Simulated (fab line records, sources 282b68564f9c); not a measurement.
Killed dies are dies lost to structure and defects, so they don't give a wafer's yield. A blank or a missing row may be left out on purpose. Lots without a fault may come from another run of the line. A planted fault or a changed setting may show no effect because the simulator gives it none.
Which tool did it? | flow rit_cmos | 6 lots, 18 wafers sampled, at 2 steps of a route of 202

WHAT THE GAUGES READ, wafer by wafer
RIT_ACTIVE_CD_MEAS_11: target cd 1400 nm.
lot  | measured    | on        | cd_nm (nm)
L847 | day 1 21:07 | cd_sem-01 | 1399.4 1399.3 1399.9
L849 | day 2 06:26 | cd_sem-01 | 1403.1 1400.1 1402.2
L851 | day 2 20:05 | cd_sem-02 | 1401.6 1400.4 1401.3
L856 | day 3 17:05 | cd_sem-02 | 1403.5 1401.4 1402.3
L860 | day 4 13:56 | cd_sem-01 | 1386.7 1386.0 1385.9
L867 | day 6 00:13 | cd_sem-01 | 1400.0 1400.2 1399.9

WHICH TOOL RAN EACH LOT (tool, then ch and the chambers of the sampled wafers, then the start)
lot  | RIT_ACTIVE_DEVELOP_10
L847 | litho_track-03 ch 0, day 1 20:00
L849 | litho_track-01 ch 0, day 2 06:00
L851 | litho_track-01 ch 0, day 2 19:00
L856 | litho_track-03 ch 0, day 3 16:00
L860 | litho_track-01 ch 0, day 4 13:00
L867 | litho_track-03 ch 0, day 6 00:00
- RIT_ACTIVE_DEVELOP_10: develop time 50 s.

THE ANSWER, worked out from the rows above alone
Rule: what is usual is taken from the lots themselves. Put in order of their means at a reading, lots are off if they are a third of the lots or fewer, leave a main group of 4 or more, and stand apart from it by a gap of 3 or more times the standard deviation of the main group's means; of several such gaps the widest counts. A main group whose means are all the same, to the digits that the tables above print for the reading, isn't used. A lot without any number at a reading at which 4 lots or more have one is off too. The other lots that the step has rows for count as sound.
Off: L860, at RIT_ACTIVE_CD_MEAS_11 (cd_nm). The main group: mean 1401.0 nm, standard deviation 1.1.
A tool fits if, at a process step before that reading, it ran every lot that is off, and no sound lot after the first of them. The gauges at RIT_ACTIVE_CD_MEAS_11 are tried like those tools. One fits: litho_track-01 at RIT_ACTIVE_DEVELOP_10. Its last sound lot is L851 (day 2 19:00), its first lot that is off L860 (day 4 13:00): a fault that began between those two fits.

WHAT THE SIMULATOR HAD PUT IN
Process parameter drift: litho_track-01, from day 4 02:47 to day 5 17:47, at RIT_ACTIVE_DEVELOP_10. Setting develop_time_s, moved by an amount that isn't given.
Lots struck among those shown: L860. The rule above found the same.
